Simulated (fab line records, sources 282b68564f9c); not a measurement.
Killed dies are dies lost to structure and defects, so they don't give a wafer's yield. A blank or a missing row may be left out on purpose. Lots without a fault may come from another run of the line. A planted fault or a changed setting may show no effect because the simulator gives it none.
Split-lot experiment | flow rit_cmos | 5 lots, 23 wafers read, on a route of 202 steps

THE SPLIT
At RIT_PWELL_COAT_01 (resist thk 1300 nm), the setting spin_rpm was moved away from the recipe's 2000 rpm on 9 of the 23 wafers read, by -7.4% to +5.6%. The other wafers ran this setting at the recipe's value.

The reading is taken at the split's own step.

THE READING
NOVOLAK_of_PWELL_COAT_01.thk_nm (the simulator's own value, which no gauge read), in nm, at RIT_PWELL_COAT_01 (resist thk 1300 nm). The file gives no usual value for it. The 14 wafers here that ran the recipe average 1301 nm, standard deviation 3.3 nm.

wafer  | tool, chamber at the split | spin_rpm as run, rpm | against the recipe | NOVOLAK_of_PWELL_COAT_01.thk_nm, nm | against lot-mates on the recipe
L076.2 | litho_track-01, 0          | 2000                 | recipe             | 1305                                | -
L076.3 | litho_track-01, 0          | 2111                 | +5.6%              | 1268                                | -35
L076.4 | litho_track-01, 0          | 2111                 | +5.6%              | 1269                                | -34
L076.5 | litho_track-01, 0          | 2000                 | recipe             | 1301                                | -
L076.6 | litho_track-01, 0          | 2111                 | +5.6%              | 1267                                | -36
L077.2 | litho_track-03, 0          | 2000                 | recipe             | 1299                                | -
L077.4 | litho_track-03, 0          | 2000                 | recipe             | 1304                                | -
L077.6 | litho_track-03, 0          | 2000                 | recipe             | 1302                                | -
L080.1 | litho_track-01, 0          | 2000                 | recipe             | 1305                                | -
L080.2 | litho_track-01, 0          | 2045                 | +2.2%              | 1293                                | -12
L080.3 | litho_track-01, 0          | 2000                 | recipe             | 1303                                | -
L080.4 | litho_track-01, 0          | 2000                 | recipe             | 1306                                | -
L080.5 | litho_track-01, 0          | 2045                 | +2.2%              | 1289                                | -16
L081.1 | litho_track-04, 0          | 2000                 | recipe             | 1301                                | -
L081.3 | litho_track-04, 0          | 2000                 | recipe             | 1298                                | -
L081.4 | litho_track-04, 0          | 1852                 | -7.4%              | 1350                                | +52
L081.5 | litho_track-04, 0          | 1852                 | -7.4%              | 1349                                | +51
L081.6 | litho_track-04, 0          | 2000                 | recipe             | 1296                                | -
L083.1 | litho_track-03, 0          | 2000                 | recipe             | 1301                                | -
L083.2 | litho_track-03, 0          | 1859                 | -7.1%              | 1350                                | +52
L083.3 | litho_track-03, 0          | 2000                 | recipe             | 1295                                | -
L083.5 | litho_track-03, 0          | 2000                 | recipe             | 1298                                | -
L083.6 | litho_track-03, 0          | 1859                 | -7.1%              | 1351                                | +53

THE FIT
A straight line over all 23 wafers: NOVOLAK_of_PWELL_COAT_01.thk_nm changes by -6.42 nm for each +1% of spin_rpm; r = -0.99; the points scatter about the line by 3.3 nm.
The same after taking each lot's own level away (the mean of its wafers on the recipe; 23 wafers): -6.85 nm for each +1%; r = -1.00; scatter 2.3 nm.
On that fit, the largest move of spin_rpm shifts the reading by 51 nm.
The lots' own levels span 1298.0 to 1304.7 nm, that is 2.0 times the standard deviation above.
So the lot-to-lot level changes the slope little: the two slopes agree.
Check: with one of the wafers moved furthest among these (-7.4%) left out of the fit, the line predicts +51.7 nm for it against its lot-mates. It came out at +51.7 nm against them.

OTHER SPLITS ON THESE WAFERS
These wafers also went through other splits before the reading. Each is held against what the fit with the lots' levels taken away leaves over:
other split on the same wafers      | wafers away from the commonest value | r with NOVOLAK_of_PWELL_COAT_01.thk_nm (lot level and that fit taken away)
RIT_ACTIVE_CVD_03 sih2cl2_flow_sccm | 18                                   | +0.12
RIT_ACTIVE_CLEAN_15 time_s          | 15                                   | +0.01
RIT_NWELL_COAT_01 resist_thk_nm     | 8                                    | +0.09
RIT_NWELL_IMPLANT_08 dose_cm2       | 7                                    | -0.08

THE FILE'S OWN FIT
NOVOLAK_of_PWELL_COAT_01.thk_nm changes by -6.91 nm for each +1% of spin_rpm, r = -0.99.
